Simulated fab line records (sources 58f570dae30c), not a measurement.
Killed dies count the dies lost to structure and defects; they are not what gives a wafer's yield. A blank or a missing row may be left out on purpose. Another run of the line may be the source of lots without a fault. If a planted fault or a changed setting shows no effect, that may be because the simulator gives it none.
The tool behind it: which one? + flow berkeley_cmos170 + Sampling: 14 lots, 42 wafers, 5 of 331 route steps

## WHAT THE GAUGES READ, wafer by wafer
UCB170_NVT_OVL_MEAS_06.
| lot  | measured    | on         | NVT_OVL (nm) |
|------|-------------|------------|--------------|
| L214 | day 5 14:54 | overlay-01 | 6 -1 5       |
| L216 | day 5 13:58 | overlay-01 | -4 1 6       |
| L215 | day 5 14:14 | overlay-01 | -1 1 7       |
| L217 | day 6 12:19 | overlay-01 | -5 -17 -14   |
| L218 | day 6 12:05 | overlay-02 | 16 9 7       |
| L219 | day 6 15:33 | overlay-01 | 3 -7 -6      |
| L224 | day 8 07:02 | overlay-02 | 15 6 15      |
| L225 | day 8 07:26 | overlay-02 | 2 7 10       |
| L227 | day 8 11:45 | overlay-01 | 8 7 4        |
| L229 | day 9 00:23 | overlay-02 | -1 -1 9      |
| L230 | day 9 00:40 | overlay-02 | 8 2 11       |
| L233 | day 9 13:26 | overlay-02 | 3 7 2        |
| L236 | day 9 18:05 | overlay-02 | -4 2 -5      |
| L237 | day 9 18:16 | overlay-02 | 3 -1 -1      |

UCB170_NVT_TW_MEAS_09.
| lot  | measured    | on            | NVT_TW      |
|------|-------------|---------------|-------------|
| L214 | day 5 15:13 | film_metro-04 | 515 516 515 |
| L216 | day 5 14:15 | film_metro-02 | 524 528 525 |
| L215 | day 5 14:32 | film_metro-04 | 513 514 514 |
| L217 | day 6 12:36 | film_metro-04 | 513 517 515 |
| L218 | day 6 12:23 | film_metro-03 | 518 521 517 |
| L219 | day 6 15:50 | film_metro-04 | 516 516 517 |
| L224 | day 8 07:20 | film_metro-04 | 457 461 456 |
| L225 | day 8 07:44 | film_metro-02 | 460 458 461 |
| L227 | day 8 12:02 | film_metro-04 | 524 523 521 |
| L229 | day 9 00:40 | film_metro-04 | 519 516 517 |
| L230 | day 9 00:58 | film_metro-03 | 520 524 521 |
| L233 | day 9 13:52 | film_metro-04 | 520 516 517 |
| L236 | day 9 18:23 | film_metro-03 | 518 520 519 |
| L237 | day 9 18:33 | film_metro-02 | 525 523 526 |

UCB170_PVT_TW_MEAS_09.
| lot  | measured    | on            | PVT_TW      |
|------|-------------|---------------|-------------|
| L214 | day 5 16:42 | film_metro-03 | 512 511 509 |
| L216 | day 5 15:53 | film_metro-01 | 508 509 509 |
| L215 | day 5 16:10 | film_metro-01 | 512 507 509 |
| L217 | day 6 14:57 | film_metro-04 | 501 500 501 |
| L218 | day 6 14:15 | film_metro-01 | 506 508 510 |
| L219 | day 6 17:53 | film_metro-03 | 506 505 502 |
| L224 | day 8 08:56 | film_metro-03 | 502 498 501 |
| L225 | day 8 09:29 | film_metro-04 | 505 508 504 |
| L227 | day 8 14:23 | film_metro-04 | 503 507 506 |
| L229 | day 9 03:52 | film_metro-04 | 503 501 502 |
| L230 | day 9 04:02 | film_metro-01 | 514 512 513 |
| L233 | day 9 18:13 | film_metro-03 | 506 503 504 |
| L236 | day 9 20:39 | film_metro-03 | 506 503 504 |
| L237 | day 9 21:04 | film_metro-03 | 504 506 503 |

## WHICH TOOL RAN EACH LOT (tool, then ch and the chambers of the sampled wafers, then the start)
| lot  | UCB170_ACTIVE_STRIP_16              | UCB170_NVT_IMPLANT_07          |
|------|-------------------------------------|--------------------------------|
| L214 | plasma_asher-04 ch 0,1, day 4 10:59 | implanter-01 ch 0, day 5 14:56 |
| L216 | plasma_asher-02 ch 0,1, day 4 11:13 | implanter-01 ch 0, day 5 14:01 |
| L215 | plasma_asher-04 ch 0,1, day 4 11:19 | implanter-04 ch 0, day 5 14:19 |
| L217 | plasma_asher-02 ch 0,1, day 5 02:58 | implanter-03 ch 0, day 6 12:21 |
| L218 | plasma_asher-03 ch 0,1, day 5 03:01 | implanter-04 ch 0, day 6 12:10 |
| L219 | plasma_asher-04 ch 0,1, day 5 05:53 | implanter-01 ch 0, day 6 15:35 |
| L224 | plasma_asher-02 ch 0,1, day 6 15:56 | implanter-03 ch 0, day 8 07:06 |
| L225 | plasma_asher-04 ch 0,1, day 6 16:16 | implanter-03 ch 0, day 8 07:29 |
| L227 | plasma_asher-04 ch 0,1, day 7 01:11 | implanter-04 ch 0, day 8 11:47 |
| L229 | plasma_asher-03 ch 0,1, day 7 16:13 | implanter-04 ch 0, day 9 00:25 |
| L230 | plasma_asher-02 ch 0,1, day 7 21:41 | implanter-01 ch 0, day 9 00:43 |
| L233 | plasma_asher-02 ch 0,1, day 8 08:10 | implanter-01 ch 0, day 9 13:31 |
| L236 | plasma_asher-03 ch 0,1, day 8 17:49 | implanter-01 ch 0, day 9 18:08 |
| L237 | plasma_asher-02 ch 0,1, day 8 18:20 | implanter-04 ch 0, day 9 18:18 |
- UCB170_ACTIVE_STRIP_16: strips in O2.
- UCB170_NVT_IMPLANT_07

## WHAT THE TOOLS THEMSELVES READ (means of the sampled wafers that have a number; where no wafer has one, the mark that the record gives instead)
UCB170_ACTIVE_STRIP_16.
| lot  | tool            | drypump_motor_current_A (A) | oes_product_au (a.u.) | strip_time_to_endpoint_s (s) |
|------|-----------------|-----------------------------|-----------------------|------------------------------|
| L214 | plasma_asher-04 | 6.2                         | 0.724                 | 18.20                        |
| L216 | plasma_asher-02 | 6.1                         | 0.724                 | 18.08                        |
| L215 | plasma_asher-04 | 5.8                         | 0.723                 | 18.14                        |
| L217 | plasma_asher-02 | 6.0                         | 0.719                 | 18.06                        |
| L218 | plasma_asher-03 | 5.5                         | 0.723                 | 18.05                        |
| L219 | plasma_asher-04 | 6.1                         | 0.719                 | 18.16                        |
| L224 | plasma_asher-02 | 6.1                         | 0.721                 | 18.11                        |
| L225 | plasma_asher-04 | 6.1                         | 0.723                 | 18.07                        |
| L227 | plasma_asher-04 | 5.8                         | 0.725                 | 18.02                        |
| L229 | plasma_asher-03 | 5.3                         | 0.721                 | 18.08                        |
| L230 | plasma_asher-02 | 6.0                         | 0.719                 | 18.19                        |
| L233 | plasma_asher-02 | 6.1                         | 0.720                 | 18.14                        |
| L236 | plasma_asher-03 | 5.5                         | 0.727                 | 18.10                        |
| L237 | plasma_asher-02 | 6.0                         | 0.720                 | 18.13                        |

UCB170_NVT_IMPLANT_07.
| lot  | tool         | dose_ions_cm2 | faraday_current_uA |
|------|--------------|---------------|--------------------|
| L214 | implanter-01 | 3e+12         | 9.53               |
| L216 | implanter-01 | 3e+12         | 9.37               |
| L215 | implanter-04 | 3e+12         | 9.61               |
| L217 | implanter-03 | 3e+12         | 9.42               |
| L218 | implanter-04 | 3e+12         | 9.33               |
| L219 | implanter-01 | 3e+12         | 9.59               |
| L224 | implanter-03 | 2e+12         | 6.38               |
| L225 | implanter-03 | 2e+12         | 6.37               |
| L227 | implanter-04 | 3e+12         | 9.59               |
| L229 | implanter-04 | 3e+12         | 9.45               |
| L230 | implanter-01 | 3e+12         | 9.56               |
| L233 | implanter-01 | 3e+12         | 9.60               |
| L236 | implanter-01 | 3e+12         | 9.27               |
| L237 | implanter-04 | 3e+12         | 9.62               |

## THE ANSWER, worked out from the rows above alone
Rule: the lots themselves supply what counts as usual. The widest of any qualifying gaps counts: lots, ordered by their means at a reading, are off when they make up no more than a third of the lots, leave a main group of 4 or more, and stand apart from it by 3 or more times the standard deviation of that group's means. A main group is skipped when, at the precision printed for the reading in the tables above, its means are all equal. Also off: a lot with no number at a reading for which 4 or more lots have one. The other lots that the step has rows for count as sound. After the gauges, taken in route order, come the tools' own readings; for these a lot's mean is taken, as printed above. The first step at which some lot is off is used, and at that step the reading that is off furthest; a lot without a number counts as furthest.
Off: L224, L225, at UCB170_NVT_TW_MEAS_09 (NVT_TW). For the main group the mean is 519 and the standard deviation 3.7.
A tool fits if, at a process step before that reading, it ran every lot that is off, and no sound lot after the first of them. The gauges at UCB170_NVT_TW_MEAS_09 aren't tried: what is off there is off at UCB170_NVT_IMPLANT_07 too, on other tools, and a gauge's error can't cause that. One candidate fits, namely implanter-03 at UCB170_NVT_IMPLANT_07. Its last sound lot is L217 (day 6 12:21), its first lot that is off L224 (day 8 07:06): a fault that began between those two fits.
The tool's own readings at UCB170_NVT_IMPLANT_07 bear it out: on the lots that are off they differ by more than 5 times the standard deviation of the sound lots' means. dose_ions_cm2 reads 2e+12 there against 3e+12 on the sound lots; faraday_current_uA reads 6.38 there against 9.49 on the sound lots.

## WHAT HAD BEEN PUT IN BY THE SIMULATOR
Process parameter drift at UCB170_NVT_IMPLANT_07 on implanter-03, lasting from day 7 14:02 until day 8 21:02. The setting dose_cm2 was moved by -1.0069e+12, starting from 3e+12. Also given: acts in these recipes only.
Struck lots among those shown: L224, L225. The rule above reached the same finding.
